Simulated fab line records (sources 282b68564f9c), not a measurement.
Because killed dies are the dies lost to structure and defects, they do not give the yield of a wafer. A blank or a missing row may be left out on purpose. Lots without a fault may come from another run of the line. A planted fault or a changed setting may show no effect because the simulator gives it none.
fab line records	flow rit-cmos
[record] lots = 6	wafers = 18	last-day = 7
route steps=202 shown NWELL@35 PWELL@39 M1@202
lots that met no fault: taken from a fault-free run of the same line
start-h: the number of hours between the record's first day and the start of the first shown wafer of the lot	wait-h: how many hours have passed since the lot's step before this one	" repeats the value in the row above	L1.1+2: one row covering several wafers at once	- no value, or no start was given	* or withheld: withheld	< > ~ a bound
route shown NAME@n: a module of which the file shows steps, and the number in the route of the first	usual: mean/standard deviation taken from wafers without a fault	same: alike in all rows	chamber/n: place in a boat	sites: each site's reading	_std_site: standard deviation of those values	_edge_site: the outer-site mean with the inner-site mean subtracted	radius-mm: for every site, how far away it sits from the centre of the wafer	mask NAME#n: copy n	behind: tool/chamber where the wafer was last shaped	hold: why the lot went on hold/how many hours it stayed there/how the hold came to an end	device: which transistor (n, p or np) failed to switch	end of line: the same wafers' tests at the end of the route	a step without rows: its recipe alone	killed: dies that structure and defects cost at the first sort, which is not the same as the wafer's yield	map: a wafer's dies, x killed, . not, _ none there
set.NAME: setting as actually run; set.NAME@STEP: the setting as run at that earlier step	model.NAME: the simulator's own value behind a step, which no gauge read
lots seen at some steps along the route; tables by step, rows by wafer
services: the hour from which a tool's chamber was out of use, counted from the record's first day as start-h (under 0 if before that day), plus the number of hours and why
[[steps]]
[step RIT_NWELL_HARDBAKE_07]
[recipe] resist = NOVOLAK	temp-c = 140	time-s = 120
[step RIT_NWELL_IMPLANT_08]
[recipe] species = P	energy-kev = 170	dose-cm2 = 5e+13	tilt-deg = 7
[step RIT_NWELL_STRIP_09]
[recipe] chemistry = O2	time-s = 180	resist = NOVOLAK	platen-temp-c = withheld	power-w = 500	pressure-mtorr = 4000	o2-flow-sccm = 4000
[usual] drypump-motor-current-A = 5.7/0.61	rf-refl-power-W = 5.9/0.68
[same] time-s = 180
lot.wafer	tool	chamber	start-h	wait-h	drypump-motor-current-A	rf-hours-counter-h	rf-refl-power-W
L776.1	plasma-asher-01	1	31.32	0.1	5.0	36	6.1
L776.3	"	1	"	"	5.0	-	6.4
L776.4	"	0	"	"	6.5	-	4.9
L777.2	plasma-asher-01	1	35.93	0.1	5.0	36	6.5
L777.3	"	1	"	"	5.0	-	6.7
L777.6	"	0	"	"	6.5	-	4.9
L782.1	plasma-asher-01	1	60.96	0.1	5.0	39	6.5
L782.5	"	1	"	"	5.0	-	6.8
L782.6	"	0	"	"	6.5	-	5.0
L783.1	plasma-asher-02	1	70.88	0.1	4.9	44	5.9
L783.4	"	1	"	"	4.9	-	5.6
L783.5	"	0	"	"	6.2	-	5.9
L794.1	plasma-asher-01	0	120.79	0.1	6.5	46	5.0
L794.3	"	1	"	"	5.0	-	6.8
L794.6	"	0	"	"	6.5	-	4.9
L795.3	plasma-asher-04	1	127.38	0.1	5.3	-	5.6
L795.5	"	0	"	"	6.0	-	6.7
L795.6	"	1	"	"	5.3	-	5.6
[step RIT_NWELL_TW_MEAS_10]
[usual] NWELL_TW = 2140/13
lot.wafer	tool	chamber	start-h	wait-h	NWELL_TW
L776.1	film-metro-04	-	31.49	0.1	2149
L776.3	"	-	"	"	2151
L776.4	"	-	"	"	2131
L777.2	film-metro-02	-	36.11	0.1	2141
L777.3	"	-	"	"	2147
L777.6	"	-	"	"	2143
L782.1	film-metro-04	-	61.14	0.1	2149
L782.5	"	-	"	"	2146
L782.6	"	-	"	"	2141
L783.1	film-metro-04	-	71.05	0.1	2129
L783.4	"	-	"	"	2146
L783.5	"	-	"	"	2143
L794.1	film-metro-01	-	120.97	0.1	2143
L794.3	"	-	"	"	2143
L794.6	"	-	"	"	2147
L795.3	film-metro-02	-	127.52	0.1	2135
L795.5	"	-	"	"	2134
L795.6	"	-	"	"	2136
[step RIT_PWELL_HMDS_00]
[recipe] prime-time-s = 60	prime-temp-c = 140
[step RIT_PWELL_COAT_01]
[recipe] resist = NOVOLAK	spin-rpm = 2000	resist-thk-nm = 1300
[step RIT_PWELL_SOFTBAKE_02]
[recipe] resist = NOVOLAK	temp-c = 90	time-s = 60
[step RIT_PWELL_EXPOSE_03]
[recipe] mask-id = M3	na = 0.57	target-cd-nm = 43700	dose-mj = 250
[step RIT_PWELL_PEB_04]
[recipe] resist = NOVOLAK	temp-c = withheld	time-s = withheld
[step RIT_PWELL_DEVELOP_05]
[recipe] resist = NOVOLAK	develop-time-s = 68	dev-temp-c = 23
[step RIT_PWELL_OVL_MEAS_06]
[usual] PWELL_OVL = -0.4/1.8
lot.wafer	tool	chamber	start-h	wait-h	PWELL_OVL[nm]
L776.1	overlay-01	-	32.56	-	-2.4
L776.3	"	-	"	"	-2.3
L776.4	"	-	"	"	-0.7
L777.2	overlay-02	-	37.35	-	1.9
L777.3	"	-	"	"	1.2
L777.6	"	-	"	"	1.3
L782.1	overlay-02	-	62.08	-	1.0
L782.5	"	-	"	"	-0.4
L782.6	"	-	"	"	1.7
L783.1	overlay-01	-	72.13	-	0.4
L783.4	"	-	"	"	1.6
L783.5	"	-	"	"	3.5
L794.1	overlay-01	-	122.03	-	-3.2
L794.3	"	-	"	"	-4.0
L794.6	"	-	"	"	-3.8
L795.3	overlay-01	-	128.45	-	-1.4
L795.5	"	-	"	"	-1.4
L795.6	"	-	"	"	-1.4
[step RIT_PWELL_HARDBAKE_07]
[recipe] resist = NOVOLAK	temp-c = 140	time-s = 120
[step RIT_PWELL_IMPLANT_08]
[recipe] species = B	energy-kev = 170	dose-cm2 = 7e+13	tilt-deg = 7
[usual] dose-ions-cm2 = 7.002e+13/7.2e+10	end-station-pressure-torr = 5.2e-06/2.7e-07	faraday-current-uA = 222/4.7
lot.wafer	tool	chamber	start-h	wait-h	dose-ions-cm2	end-station-pressure-torr	faraday-current-uA
L776.1	implanter-04	0	32.85	0.2	7.002e+13	4.84e-06	223
L776.3	"	0	"	"	7.002e+13	4.73e-06	221
L776.4	"	0	"	"	6.994e+13	5.95e-06	219
L777.2	implanter-01	0	37.66	0.2	7.009e+13	5.78e-06	217
L777.3	"	0	"	"	7.004e+13	5.29e-06	225
L777.6	"	0	"	"	7.013e+13	4.9e-06	221
L782.1	implanter-04	0	62.37	0.2	5.185e+13	5.09e-06	166
L782.5	"	0	"	"	5.177e+13	5.08e-06	163
L782.6	"	0	"	"	5.182e+13	4.96e-06	163
L783.1	implanter-04	0	72.41	0.2	5.177e+13	4.92e-06	165
L783.4	"	0	"	"	5.171e+13	5.16e-06	167
L783.5	"	0	"	"	5.171e+13	4.86e-06	168
L794.1	implanter-01	0	122.32	0.2	7.001e+13	4.92e-06	226
L794.3	"	0	"	"	7.012e+13	5.53e-06	223
L794.6	"	0	"	"	6.995e+13	5.2e-06	216
L795.3	implanter-02	0	128.78	0.2	7.003e+13	5.83e-06	228
L795.5	"	0	"	"	6.996e+13	5.32e-06	217
L795.6	"	0	"	"	6.991e+13	5.27e-06	226
[step RIT_PWELL_STRIP_09]
[recipe] chemistry = O2	time-s = 180	resist = NOVOLAK	platen-temp-c = withheld	power-w = 500	pressure-mtorr = 4000	o2-flow-sccm = 4000
[usual] drypump-motor-current-A = 5.6/0.38	rf-refl-power-W = 7.4/1.6
[same] time-s = 180
lot.wafer	tool	chamber	start-h	wait-h	drypump-motor-current-A	rf-hours-counter-h	rf-refl-power-W
L776.1	plasma-asher-04	0	33.00	0.1	6.0	40	6.9
L776.3	"	1	"	"	5.3	-	5.4
L776.4	"	0	"	"	6.0	-	6.7
L777.2	plasma-asher-04	1	37.78	0.1	5.3	41	5.5
L777.3	"	0	"	"	6.0	-	6.7
L777.6	"	1	"	"	5.3	-	5.5
L782.1	plasma-asher-01	1	62.52	0.1	5.0	39	6.4
L782.5	"	1	"	"	5.0	-	6.5
L782.6	"	0	"	"	6.5	-	4.8
L783.1	plasma-asher-01	1	72.56	0.1	5.0	40	6.5
L783.4	"	0	"	"	6.6	-	4.9
L783.5	"	0	"	"	6.6	-	5.0
L794.1	plasma-asher-03	1	122.47	0.1	5.5	36	8.8
L794.3	"	0	"	"	5.5	-	9.0
L794.6	"	1	"	"	5.5	-	8.9
L795.3	plasma-asher-04	1	128.94	0.1	5.3	-	5.6
L795.5	"	1	"	"	5.4	-	5.5
L795.6	"	0	"	"	6.0	-	6.5
[step RIT_PWELL_TW_MEAS_10]
[usual] PWELL_TW = 946/4.6
lot.wafer	tool	chamber	start-h	wait-h	hold	PWELL_TW
L776.1	film-metro-01	-	33.17	0.1	-	954
L776.3	"	-	"	"	-	943
L776.4	"	-	"	"	-	950
L777.2	film-metro-01	-	37.97	0.1	-	944
L777.3	"	-	"	"	-	952
L777.6	"	-	"	"	-	946
L782.1	film-metro-01	-	62.69	0.1	await-dispo/0.2h/release	857
L782.5	"	-	"	"	await-dispo/0.2h/release	856
L782.6	"	-	"	"	await-dispo/0.2h/release	860
L782.1	film-metro-01	-	62.97	0.3	-	858
L782.5	"	-	"	"	-	859
L782.6	"	-	"	"	-	860
L783.1	film-metro-01	-	72.74	0.1	await-dispo/0.2h/release	860
L783.4	"	-	"	"	await-dispo/0.2h/release	854
L783.5	"	-	"	"	await-dispo/0.2h/release	859
L783.1	film-metro-01	-	72.96	0.2	-	861
L783.4	"	-	"	"	-	858
L783.5	"	-	"	"	-	861
L794.1	film-metro-01	-	122.64	0.1	-	952
L794.3	"	-	"	"	-	953
L794.6	"	-	"	"	-	955
L795.3	film-metro-04	-	129.07	0.1	-	953
L795.5	"	-	"	"	-	950
L795.6	"	-	"	"	-	944
[step RIT_WELLDRIVE_RS_MEAS_01]
[recipe] thk-meas-gauge = four-point-probe
[usual] NWELL_RS = 275.5/0.74
lot.wafer	tool	chamber	start-h	wait-h	NWELL_RS[ohm/sq]
L776.1	film-metro-01	-	39.15	0.0	274.9
L776.3	"	-	"	"	275.6
L776.4	"	-	"	"	275.5
L777.2	film-metro-04	-	43.55	0.0	274.6
L777.3	"	-	"	"	274.2
L777.6	"	-	"	"	274.4
L782.1	film-metro-02	-	71.48	0.0	274.8
L782.5	"	-	"	"	276.0
L782.6	"	-	"	"	275.4
L783.1	film-metro-02	-	82.23	0.0	275.5
L783.4	"	-	"	"	275.2
L783.5	"	-	"	"	276.6
L794.1	film-metro-01	-	127.79	0.0	275.8
L794.3	"	-	"	"	275.7
L794.6	"	-	"	"	275.5
L795.3	film-metro-01	-	134.81	0.0	275.6
L795.5	"	-	"	"	276.1
L795.6	"	-	"	"	276.5
[step RIT_WELLDRIVE_RS_MEAS_02]
[recipe] thk-meas-gauge = four-point-probe
[usual] PWELL_RS = 429.3/1.4
lot.wafer	tool	chamber	start-h	wait-h	hold	PWELL_RS[ohm/sq]
L776.1	film-metro-01	-	39.27	0.1	-	428.3
L776.3	"	-	"	"	-	428.4
L776.4	"	-	"	"	-	427.2
L777.2	film-metro-04	-	43.67	0.1	-	425.6
L777.3	"	-	"	"	-	424.3
L777.6	"	-	"	"	-	426.3
L782.1	film-metro-02	-	71.60	0.1	await-dispo/0.2h/release	519.0
L782.5	"	-	"	"	await-dispo/0.2h/release	520.8
L782.6	"	-	"	"	await-dispo/0.2h/release	519.2
L782.1	film-metro-02	-	71.90	0.3	-	521.0
L782.5	"	-	"	"	-	521.7
L782.6	"	-	"	"	-	518.5
L783.1	film-metro-02	-	82.36	0.1	await-dispo/0.2h/release	519.3
L783.4	"	-	"	"	await-dispo/0.2h/release	520.4
L783.5	"	-	"	"	await-dispo/0.2h/release	520.1
L783.1	film-metro-02	-	82.64	0.3	-	518.4
L783.4	"	-	"	"	-	520.9
L783.5	"	-	"	"	-	520.3
L794.1	film-metro-01	-	127.91	0.1	-	430.4
L794.3	"	-	"	"	-	431.0
L794.6	"	-	"	"	-	430.8
L795.3	film-metro-01	-	134.93	0.1	-	431.9
L795.5	"	-	"	"	-	430.5
L795.6	"	-	"	"	-	431.3
[step RIT_M1_PROBE_99]
[usual] defect-limited-yield = 97.4/1.2	killed-at-contacts = 0.0/0.22	killed-at-front-end = 7/3.1	killed-dies = 7/3.1	killed-open = 3.5/2.2	killed-short = 3.3/1.9	sort_bin_3_pad_short = 0.1/0.21	sort_bin_5_function = 1.4/0.81	sort_bin_6_memory = 1.0/0.65	sort-n-pass = 257/3.1	sort-yield-pct = 97.4/1.2
[same] gross-dies = 264	killed_at_M0_to_M3 = 0	killed_at_M4_up = 0	killed-at-back-side = 0	killed-at-other = 0
lot.wafer	tool	chamber	start-h	wait-h	defect-limited-yield[%]	killed-at-contacts	killed-at-front-end	killed-dies	killed-open	killed-short	sort_bin_3_pad_short[%]	sort_bin_5_function[%]	sort_bin_6_memory[%]	sort-n-pass	sort-yield-pct[%]
L776.1	prober-02	-	72.44	0.1	97.0	0	8	8	6	2	0	1.5	1.5	256	97.0
L776.3	prober-02	-	72.54	0.2	97.7	0	6	6	1	5	0.8	1.1	0.4	258	97.7
L776.4	prober-02	-	72.59	0.2	98.5	1	3	4	1	3	0.4	0.8	0.4	260	98.5
L777.2	prober-01	-	73.07	0.1	97.0	0	8	8	4	4	0.8	1.1	1.1	256	97.0
L777.3	prober-01	-	73.12	0.2	97.3	0	7	7	6	1	0.4	1.1	1.1	257	97.3
L777.6	prober-01	-	73.27	0.2	98.5	0	4	4	2	2	0	1.1	0.4	260	98.5
L794.1	prober-01	-	158.52	0.1	95.5	0	12	12	7	5	0.4	1.5	2.7	252	95.5
L794.3	prober-01	-	158.62	0.2	97.0	0	8	8	6	2	0.4	1.9	0.8	256	97.0
L794.6	prober-01	-	158.77	0.2	96.2	0	10	10	5	5	0	2.3	1.5	254	96.2
L795.3	prober-02	-	163.75	0.2	90.9	0	24	24	13	11	0	4.2	4.9	240	90.9
L795.5	prober-02	-	163.85	0.2	93.6	0	17	17	12	5	0	4.5	1.9	247	93.6
L795.6	prober-02	-	163.90	0.2	94.7	0	14	14	5	9	0.8	2.7	1.9	250	94.7
// killed by level:class
L776.1 FOX1:geometric-particle:open=3 GATE:geometric-particle:open=1 GATE:geometric-particle:short=1 REOX:geometric-particle:open=1 REOX:geometric-particle:short=1 SILICIDE:geometric-particle:open=1
L776.3 GATE:geometric-particle:short=2 REOX:geometric-particle:short=2 ACTIVE:geometric-particle:open=1 FOX1:geometric-particle:short=1
L776.4 GATE:geometric-particle:short=2 FOX1:geometric-particle:short=1 CONTACT:geometric-particle:open=1
L777.2 GATE:geometric-particle:short=2 FOX1:geometric-particle:open=1 FOX1:geometric-particle:short=1 GATE:geometric-particle:open=1 REOX:geometric-particle:open=1 REOX:geometric-particle:short=1 SPACER:geometric-particle:open=1
L777.3 GATE:geometric-particle:open=2 REOX:geometric-particle:open=2 FOX1:geometric-particle:open=1 FOX2:geometric-particle:open=1 GATE:geometric-particle:short=1
L777.6 ACTIVE:geometric-particle:open=1 FOX2:geometric-particle:open=1 GATE:geometric-particle:short=1 REOX:geometric-particle:short=1
L794.1 FOX2:geometric-particle:short=3 FOX2:geometric-particle:open=2 SILICIDE:geometric-particle:open=2 FOX1:geometric-particle:open=1 GATE:geometric-particle:short=1 GATE:geometric-particle:open=1 REOX:geometric-particle:open=1 REOX:geometric-particle:short=1
L794.3 FOX2:geometric-particle:open=3 SILICIDE:geometric-particle:open=2 REOX:geometric-particle:open=1 SPACER:geometric-particle:short=1 SILICIDE:geometric-particle:short=1
L794.6 SILICIDE:geometric-particle:short=3 FOX1:geometric-particle:open=2 REOX:geometric-particle:short=2 GATE:geometric-particle:open=1 REOX:geometric-particle:open=1 SPACER:geometric-particle:open=1
L795.3 SPACER:geometric-particle:open=6 GATE:geometric-particle:short=5 SPACER:geometric-particle:short=3 FOX1:geometric-particle:open=2 GATE:geometric-particle:open=2 REOX:geometric-particle:open=2 ACTIVE:geometric-particle:open=1 FOX1:geometric-particle:short=1
L795.5 FOX1:geometric-particle:open=4 GATE:geometric-particle:open=4 REOX:geometric-particle:short=3 GATE:geometric-particle:short=2 REOX:geometric-particle:open=2 FOX2:geometric-particle:open=1 SPACER:geometric-particle:open=1
L795.6 GATE:geometric-particle:short=6 GATE:geometric-particle:open=3 FOX1:geometric-particle:short=1 REOX:geometric-particle:open=1 REOX:geometric-particle:short=1 SPACER:geometric-particle:short=1 SPACER:geometric-particle:open=1
[[services]]
tool	chamber	start-h	hours	kind
plasma-asher-01	-	8.70	2.8	pm
implanter-02	-	22.78	11.7	repair
implanter-04	-	36.00	7.4	repair
implanter-01	-	38.01	2.9	repair
plasma-asher-02	-	80.01	1.5	repair
plasma-asher-04	-	99.22	2.8	pm
plasma-asher-02	-	108.75	9.0	pm
plasma-asher-02	0	108.75	9.0	vent-cycle
plasma-asher-02	1	108.75	9.0	vent-cycle
implanter-01	-	108.82	1.0	repair
implanter-01	-	113.45	3.3	repair
plasma-asher-03	-	114.53	2.8	pm
implanter-04	-	117.52	5.8	repair
plasma-asher-02	0	117.75	-	clean
plasma-asher-02	1	117.75	-	clean
implanter-01	-	124.49	5.1	repair
[[key]]
[first-sign] step = RIT_PWELL_IMPLANT_08	reading = dose-ions-cm2	direction = down	sigmas = 99+	usual = 7.002e+13	struck = 5.177e+13
[effect] step = RIT_PWELL_IMPLANT_08	reading = faraday-current-uA	direction = down	sigmas = 12	usual = 222	struck = 165
[effect] step = RIT_PWELL_TW_MEAS_10	reading = visit	direction = added
[effect] step = RIT_PWELL_TW_MEAS_10	reading = PWELL_TW	direction = down	sigmas = 19	usual = 946	struck = 858
[effect] step = RIT_WELLDRIVE_RS_MEAS_02	reading = visit	direction = added
[effect] step = RIT_WELLDRIVE_RS_MEAS_02	reading = PWELL_RS	direction = up	sigmas = 63	usual = 429.3	struck = 519.8
met-at RIT_PWELL_IMPLANT_08
struck-wafers L782.1,L782.5,L782.6,L783.1,L783.4,L783.5
scrapped-behind RIT_WELLDRIVE_RS_MEAS_02 L782.1,L782.5,L782.6,L783.1,L783.4,L783.5
onset-between 32.85 62.37
[fault] kind = process-parameter-drift	tool = implanter-04	chamber = -	onset-h = 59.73	steps = RIT_PWELL_IMPLANT_08	channel = dose-cm2	offset = -1.8226e+13	shape = step	end-h = 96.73	acts-in = these-recipes-only	stated = 7e+13
